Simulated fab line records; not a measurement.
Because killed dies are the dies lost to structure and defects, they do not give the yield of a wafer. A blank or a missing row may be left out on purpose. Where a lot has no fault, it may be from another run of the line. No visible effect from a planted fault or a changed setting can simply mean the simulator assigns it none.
Struck lot and sound lot, side by side    flow ritCmos    27 out of 202 route steps
Sound: the wafers L379.3, L379.4, L379.5. Struck: wafers L373.2, L373.5, L373.6. Last of all comes the cause.
For every step that has rows: the tool of each side, followed by ch and its chambers, followed by its first start. Under that, the readings that differ: sound wafers    struck wafers    difference of the means    sigmas: that difference in standard deviations of wafers without a fault.
alike: words and numbers the same on both sides, and readings whose means are apart by under 2 such deviations; not compared: readings that were withheld, readings missing a value for some wafer, numbers with overlapping values and no deviation given by the record, and bounds like >300 which may hide the same value.
Wherever a step has rows on one side only, a row that says differs or no value, or a row with sigmas, the two part there. Numbers that don't overlap but have no deviation are shown without sigmas and don't part them. A reading that every wafer of one side lacks parts them only if that side has two wafers or more.

first, 4 steps without rows for these wafers: RIT_CONTACT_SOFTBAKE_04 (time 60 s); RIT_CONTACT_EXPOSE_05 (exposes mask M11, target cd 1000 nm); RIT_CONTACT_PEB_06; RIT_CONTACT_DEVELOP_07 (develop time 120 s).
RIT_CONTACT_CD_MEAS_08: the cd target is 1000 nm.
  sound: cdSem-01 at day 6 17:58; struck: cdSem-01 at day 5 11:47
  alike: cdNm
RIT_CONTACT_OVL_MEAS_09:
  sound: overlay-02 at day 6 18:04; struck: overlay-01 at day 5 11:53
  alike: CONTACT_OVL
then, 1 step without rows for these wafers: RIT_CONTACT_HARDBAKE_10 (time 60 s).
RIT_CONTACT_ETCH_11: etches SiO2 in CHF3/CF4/Ar, stops on TiSi2, target depth 480 nm, time 320 s.
  sound on rieDiel-02 ch 0,1,3, day 6 18:14; struck on rieDiel-03 ch 2,3, day 5 12:04
  alike: drypumpMotorCurrentA, mfcArSccm, oesProductAu, throttleValvePct
  not compared: rfHoursCounterH
RIT_CONTACT_STRIP_12: strips in O2, time 180 s.
  sound on plasmaAsher-03 ch 0,1, day 6 18:29; struck on plasmaAsher-03 ch 0,1, day 5 12:16
  alike: drypumpMotorCurrentA
  not compared: rfHoursCounterH
RIT_CONTACT_CD_MEAS_90: the cd target is 1000 nm.
  sound: cdSem-02 at day 6 18:39; struck: cdSem-01 at day 5 12:27
  alike: cdNm
then, 2 steps without rows for these wafers: RIT_CONTACT_CLEAN_13 (cleans in SC1, time 600 s); RIT_CONTACT_CLEAN_14 (cleans in SC2, time 600 s).
RIT_M1_SPUTTER_00: material Al, target thk 400 nm, time 500 s.
  sound: pvdSputter-02 at day 6 19:06; struck: pvdSputter-02 at day 5 12:54
  no value came back on the struck wafers for cathodeDcPowerW (W), chamberPressurePa (Pa), throttleValvePct (%); on the sound wafers cathodeDcPowerW (W) reads 2000.3 2000.6 1999.9
RIT_M1_RS_MEAS_01: uses a four-point probe to measure.
  sound: filmMetro-03 at day 6 19:26; struck: filmMetro-04 at day 5 13:13
reading            sound                 struck  difference                     sigmas
M1_AL_RS (ohm/sq)  0.0743 0.0742 0.0737  - - -   no value on the struck wafers  
RIT_M1_THK_MEAS_02: measures by xrf.
  sound: filmMetro-03 at day 6 19:32; struck: filmMetro-04 at day 5 13:20
reading         sound        struck    difference  sigmas
M1_AL_THK (nm)  396 396 398  <0 <0 <0  differs     
then, 6 steps without rows for these wafers: RIT_M1_HMDS_03 (prime time 60 s); RIT_M1_COAT_04 (resist thk 1300 nm); RIT_M1_SOFTBAKE_05 (time 60 s); RIT_M1_EXPOSE_06 (exposes mask M12, target cd 2600 nm); RIT_M1_PEB_07; RIT_M1_DEVELOP_08 (develop time 68 s).
RIT_M1_CD_MEAS_09: the cd target is 2600 nm.
  sound: cdSem-02 at day 6 20:37; struck: cdSem-01 at day 5 14:24
  alike: cdNm
RIT_M1_OVL_MEAS_10:
  sound: overlay-02 at day 6 20:43; struck: overlay-01 at day 5 14:31
  alike: M1_OVL
then, 1 step without rows for these wafers: RIT_M1_HARDBAKE_11 (time 120 s).
RIT_M1_METAL_ETCH_12: etches Al in Cl2/BCl3, stops on SiO2, time 165 s, target depth 600 nm.
  sound on rieMetal-03 ch 0,1, day 6 21:02; struck on rieMetal-03 ch 0,1, day 5 14:47
reading              sound              struck             difference  sigmas
oesProductAu (a.u.)  0.768 0.787 0.770  0.330 0.332 0.345  -0.439      -37
  alike: drypumpMotorCurrentA, heBacksideLeakSccm, throttleValvePct
  not compared: rfHoursCounterH
then, 1 step without rows for these wafers: RIT_M1_STRIP_13 (strips in nmp, time 600 s).
RIT_M1_PROBE_99:
  sound: prober-02 at day 6 23:20; struck: prober-02 at day 5 17:07
reading                   sound           struck          difference  sigmas
defectLimitedYield (%)    98.5 94.7 97.7  0 0 0           -97         -81
killed_at_M0_to_M3        0 0 0           261 263 263     +262        +99 or more
killedDies                4 14 6          264 264 264     +256        +83
killedOnRim               2 2 1           70 70 70        +68         +46
sort_bin_3_pad_short (%)  0 0 0           22.0 25.0 20.5  +22.5       +99 or more
sort_bin_5_function (%)   0.8 3.4 1.5     75.0 71.6 76.5  +72.5       +87
sort_bin_6_memory (%)     0.8 1.9 0.8     3.0 3.4 3.0     +2.0        +3
sortNPass                 260 250 258     0 0 0           -256        -83
sortYieldPct (%)          98.5 94.7 97.7  0 0 0           -97         -81
  alike: killedAtContacts, killedAtFrontEnd, killedOpen, killedShort

WHERE THEY PART
At RIT_M1_SPUTTER_00 first; at RIT_M1_PROBE_99 last (within this record only).

WHY: what had been put in by the simulator
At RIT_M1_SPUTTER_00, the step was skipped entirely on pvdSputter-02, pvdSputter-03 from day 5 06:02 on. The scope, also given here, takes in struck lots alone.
